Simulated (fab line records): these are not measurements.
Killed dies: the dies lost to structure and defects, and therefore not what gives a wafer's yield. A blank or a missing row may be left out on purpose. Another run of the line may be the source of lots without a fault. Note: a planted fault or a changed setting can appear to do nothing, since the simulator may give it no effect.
Split-lot experiment / flow berkeley_cmos170 / on a route of 331 steps: 5 lots, 23 wafers read

## THE SPLIT
At UCB170_NLDD_IMPLANT_08, the setting energy_kev was moved away from the recipe's 30 on 11 of the 23 wafers read, by -3.7% to +5.4%. For the rest of the wafers, this setting stayed at what the recipe calls for.

The reading comes from the split's own step.

## THE READING
In nm, at UCB170_NLDD_IMPLANT_08: implant.drp_nm, which is the simulator's own figure and was read by no gauge. There is no usual value for it anywhere in the file.

wafer=L074.1; tool, chamber at the split=implanter-04, 0; energy_kev as run=30; against the recipe=recipe; implant.drp_nm, nm=9.611; against lot-mates on the recipe=-
wafer=L074.2; tool, chamber at the split=implanter-04, 0; energy_kev as run=30; against the recipe=recipe; implant.drp_nm, nm=9.611; against lot-mates on the recipe=-
wafer=L074.3; tool, chamber at the split=implanter-04, 0; energy_kev as run=31.14; against the recipe=+3.8%; implant.drp_nm, nm=9.877; against lot-mates on the recipe=+0.266
wafer=L074.4; tool, chamber at the split=implanter-04, 0; energy_kev as run=31.14; against the recipe=+3.8%; implant.drp_nm, nm=9.877; against lot-mates on the recipe=+0.266
wafer=L074.6; tool, chamber at the split=implanter-04, 0; energy_kev as run=31.14; against the recipe=+3.8%; implant.drp_nm, nm=9.877; against lot-mates on the recipe=+0.266
wafer=L077.1; tool, chamber at the split=implanter-01, 0; energy_kev as run=31.62; against the recipe=+5.4%; implant.drp_nm, nm=9.99; against lot-mates on the recipe=+0.379
wafer=L077.6; tool, chamber at the split=implanter-01, 0; energy_kev as run=31.62; against the recipe=+5.4%; implant.drp_nm, nm=9.99; against lot-mates on the recipe=+0.379
wafer=L077.2; tool, chamber at the split=implanter-01, 0; energy_kev as run=30; against the recipe=recipe; implant.drp_nm, nm=9.611; against lot-mates on the recipe=-
wafer=L077.3; tool, chamber at the split=implanter-01, 0; energy_kev as run=30; against the recipe=recipe; implant.drp_nm, nm=9.611; against lot-mates on the recipe=-
wafer=L077.5; tool, chamber at the split=implanter-01, 0; energy_kev as run=30; against the recipe=recipe; implant.drp_nm, nm=9.611; against lot-mates on the recipe=-
wafer=L078.1; tool, chamber at the split=implanter-04, 0; energy_kev as run=30; against the recipe=recipe; implant.drp_nm, nm=9.611; against lot-mates on the recipe=-
wafer=L078.6; tool, chamber at the split=implanter-04, 0; energy_kev as run=30; against the recipe=recipe; implant.drp_nm, nm=9.611; against lot-mates on the recipe=-
wafer=L078.2; tool, chamber at the split=implanter-04, 0; energy_kev as run=31.5; against the recipe=+5.0%; implant.drp_nm, nm=9.962; against lot-mates on the recipe=+0.351
wafer=L078.3; tool, chamber at the split=implanter-04, 0; energy_kev as run=31.5; against the recipe=+5.0%; implant.drp_nm, nm=9.962; against lot-mates on the recipe=+0.351
wafer=L078.4; tool, chamber at the split=implanter-04, 0; energy_kev as run=31.5; against the recipe=+5.0%; implant.drp_nm, nm=9.962; against lot-mates on the recipe=+0.351
wafer=L079.2; tool, chamber at the split=implanter-01, 0; energy_kev as run=30; against the recipe=recipe; implant.drp_nm, nm=9.611; against lot-mates on the recipe=-
wafer=L079.3; tool, chamber at the split=implanter-01, 0; energy_kev as run=30; against the recipe=recipe; implant.drp_nm, nm=9.611; against lot-mates on the recipe=-
wafer=L079.5; tool, chamber at the split=implanter-01, 0; energy_kev as run=30; against the recipe=recipe; implant.drp_nm, nm=9.611; against lot-mates on the recipe=-
wafer=L080.2; tool, chamber at the split=implanter-04, 0; energy_kev as run=28.9; against the recipe=-3.7%; implant.drp_nm, nm=9.353; against lot-mates on the recipe=-0.258
wafer=L080.5; tool, chamber at the split=implanter-04, 0; energy_kev as run=28.9; against the recipe=-3.7%; implant.drp_nm, nm=9.353; against lot-mates on the recipe=-0.258
wafer=L080.6; tool, chamber at the split=implanter-04, 0; energy_kev as run=28.9; against the recipe=-3.7%; implant.drp_nm, nm=9.353; against lot-mates on the recipe=-0.258
wafer=L080.3; tool, chamber at the split=implanter-04, 0; energy_kev as run=30; against the recipe=recipe; implant.drp_nm, nm=9.611; against lot-mates on the recipe=-
wafer=L080.4; tool, chamber at the split=implanter-04, 0; energy_kev as run=30; against the recipe=recipe; implant.drp_nm, nm=9.611; against lot-mates on the recipe=-

FIT RESULTS
A straight line over all 23 wafers: implant.drp_nm changes by +0.0702 nm for each +1% of energy_kev; r = +1.00; the points scatter about the line by 0.00031 nm.
The same after taking each lot's own level away (the mean of its wafers on the recipe; 23 wafers): +0.0702 nm for each +1%; r = +1.00; scatter 0.00031 nm.
That fit puts the effect of the largest move of energy_kev on the reading at 0.38 nm.
The lots' own levels span 9.6110 to 9.6110 nm.
Consequently the slope shifts little with the lot-to-lot level, the two slopes agreeing.
Check: +0.379 nm against its lot-mates is what the line predicts for one of the wafers moved furthest among these (+5.4%) when that wafer is left out of the fit. Against them it came out at +0.379 nm.

## FURTHER SPLITS ON THESE WAFERS
Other splits were also applied to these wafers ahead of the reading. Each is held against what the fit with the lots' levels taken away leaves over:
other split on the same wafers=UCB170_START_OXIDATION_02 temp_c; wafers away from the commonest value=15; r with implant.drp_nm (lot level and that fit taken away)=+0.30
other split on the same wafers=UCB170_PWELL_CVD_05 time_s; wafers away from the commonest value=15; r with implant.drp_nm (lot level and that fit taken away)=+0.54
other split on the same wafers=UCB170_PWELL_DEVELOP_12 develop_time_s; wafers away from the commonest value=10; r with implant.drp_nm (lot level and that fit taken away)=-0.07
other split on the same wafers=UCB170_ACTIVE_OXIDATION_02 ox_time_s; wafers away from the commonest value=15; r with implant.drp_nm (lot level and that fit taken away)=-0.10
other split on the same wafers=UCB170_PFIELD_COAT_01 resist_thk_nm; wafers away from the commonest value=9; r with implant.drp_nm (lot level and that fit taken away)=+0.30
other split on the same wafers=UCB170_PFIELD_IMPLANT_07 energy_kev; wafers away from the commonest value=9; r with implant.drp_nm (lot level and that fit taken away)=+0.21
other split on the same wafers=UCB170_PVT_IMPLANT_07 energy_kev; wafers away from the commonest value=9; r with implant.drp_nm (lot level and that fit taken away)=-0.22
other split on the same wafers=UCB170_GATE_CVD_04 time_s; wafers away from the commonest value=15; r with implant.drp_nm (lot level and that fit taken away)=+0.15
other split on the same wafers=UCB170_PLDD_EXPOSE_03 dose_mj; wafers away from the commonest value=12; r with implant.drp_nm (lot level and that fit taken away)=-0.39

## THE WHOLE CHAIN: every reading that the file lists as answering this split, in the file's order
step=UCB170_NLDD_IMPLANT_08; what it does=; reading=implant.rp_nm (the simulator's own value, which no gauge read); change (the file's fit)=+0.165 nm for each +1% of the setting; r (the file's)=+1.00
step=UCB170_NLDD_IMPLANT_08; what it does=; reading=implant.drp_nm (the simulator's own value, which no gauge read); change (the file's fit)=+0.0702 nm for each +1% of the setting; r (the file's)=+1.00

## FILE'S OWN FIT
implant.drp_nm changes by +0.0702 nm for each +1% of energy_kev, r = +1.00.
